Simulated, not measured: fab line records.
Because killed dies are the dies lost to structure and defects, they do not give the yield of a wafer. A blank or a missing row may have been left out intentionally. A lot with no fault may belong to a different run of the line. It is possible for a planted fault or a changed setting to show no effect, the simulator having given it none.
Problem report, 8D (eight disciplines) form, completed by code + flow berkeley_cmos170 + the parts of the form that need people (team, actions taken, sign-off) are left out

1. WHAT IS WRONG
Mean of killed_at_M0_to_M3 at UCB170_M3_PROBE_99: 26.6 across 5 wafers in 2 lots; on wafers with no fault it is 0.8 (standard deviation 0.84). Measured from the usual mean, that is +31 standard deviations.
First observed at day 10 21:52: wafer L438.4, on prober-01. The record has a number at this step for 38 wafers belonging to 13 lots. Rule for "out", or "out of limits": more than 4 standard deviations from the usual mean. The rest of the wafers with a number are treated as sound.

2. WHAT THIS IS AND IS NOT
| question                    | is                                                                                                                            | is not                                                                                                   |
|-----------------------------|-------------------------------------------------------------------------------------------------------------------------------|----------------------------------------------------------------------------------------------------------|
| which readings at this step | killed_at_M0_to_M3, defect_limited_yield, killed_dies, sort_bin_3_pad_short, sort_bin_5_function, sort_n_pass, sort_yield_pct | killed_open, killed_short                                                                                |
| which lots                  | L438, L440                                                                                                                    | L429, L430, L431, L437, L443, L444, L445, L447, L450, L451, L452                                         |
| which wafers of those lots  | all that have a number                                                                                                        | -                                                                                                        |
| read on which tools         | prober-01                                                                                                                     | prober-02                                                                                                |
| when                        | from day 10 21:52                                                                                                             | up to then (12 sound wafers); but 21 sound wafers of L443, L444, L445, L447, L450, L451, L452 came after |

3. WHAT RULES OUT EACH SUSPECT
Counting: a tool at any process step up to the reading remains a suspect when it ran all the lots that are out and ran no sound lot after the first of those.
- rie_metal-01 at UCB170_M2_METAL_ETCH_18 (etches Al in Cl2/BCl3, stops on SiO2, target depth 1170 nm, time 195 s): kept. It ran every lot that is out, first L438 (day 10 14:25), and no sound lot after that; its last sound lot up to then is L431 (day 8 18:12).
- prober-01 at UCB170_M3_PROBE_99: ruled out as a lasting fault. Following L438 (day 10 21:52), the first lot on it that is out, the sound lots L444, L443, L445, L452, L450 were run on it.
The count leaves rie_metal-01 at UCB170_M2_METAL_ETCH_18.

4. THE CAUSE (what the simulator had put in)
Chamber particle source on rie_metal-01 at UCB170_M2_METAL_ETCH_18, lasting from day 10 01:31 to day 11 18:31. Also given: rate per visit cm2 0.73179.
Only this tool survived the counting.

5. THE CHAIN OF EFFECTS, in route order
One row per reading whose mean, taken over the struck wafers that have a number, lies over 3 standard deviations from the usual. Scope: only readings with a usual standard deviation given in the record; hours: median across lots of the time from each lot's start at the first step in this table that gives one to its start at this step; sigmas: change in usual standard deviations.
| hours | step               | reading              | usual  | on struck wafers | change | sigmas |
|-------|--------------------|----------------------|--------|------------------|--------|--------|
| 0     | UCB170_M3_PROBE_99 | defect_limited_yield | 98.8 % | 88.6             | -10.2  | -15    |
| 0     | UCB170_M3_PROBE_99 | killed_at_M0_to_M3   | 0.8    | 26.6             | +25.8  | +31    |
| 0     | UCB170_M3_PROBE_99 | killed_dies          | 3.1    | 30.0             | +26.9  | +16    |
| 0     | UCB170_M3_PROBE_99 | killed_on_rim        | 0.9    | 4.2              | +3.3   | +3.4   |
| 0     | UCB170_M3_PROBE_99 | sort_bin_3_pad_short | 0.1 %  | 1.7              | +1.6   | +9.2   |
| 0     | UCB170_M3_PROBE_99 | sort_bin_5_function  | 0.7 %  | 7.7              | +7.0   | +13    |
| 0     | UCB170_M3_PROBE_99 | sort_bin_6_memory    | 0.4 %  | 2.1              | +1.7   | +4.3   |
| 0     | UCB170_M3_PROBE_99 | sort_n_pass          | 260.9  | 234.0            | -26.9  | -16    |
| 0     | UCB170_M3_PROBE_99 | sort_yield_pct       | 98.8 % | 88.6             | -10.2  | -15    |
Here are the process steps it includes:
- UCB170_M3_PROBE_99

6. WHAT WOULD HAVE CAUGHT IT SOONER
In this record the first reading out of limits was taken at day 10 21:52, 20 hours after the fault began at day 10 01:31.
No tool reading at UCB170_M2_METAL_ETCH_18 that has a usual standard deviation in the record was out on any struck wafer, so an alarm limit of 4 standard deviations on those readings would not have fired.
Lots out: 2; all had begun UCB170_M2_METAL_ETCH_18 on rie_metal-01 by day 10 21:52. A hold on the tool at that time would have spared none of them.
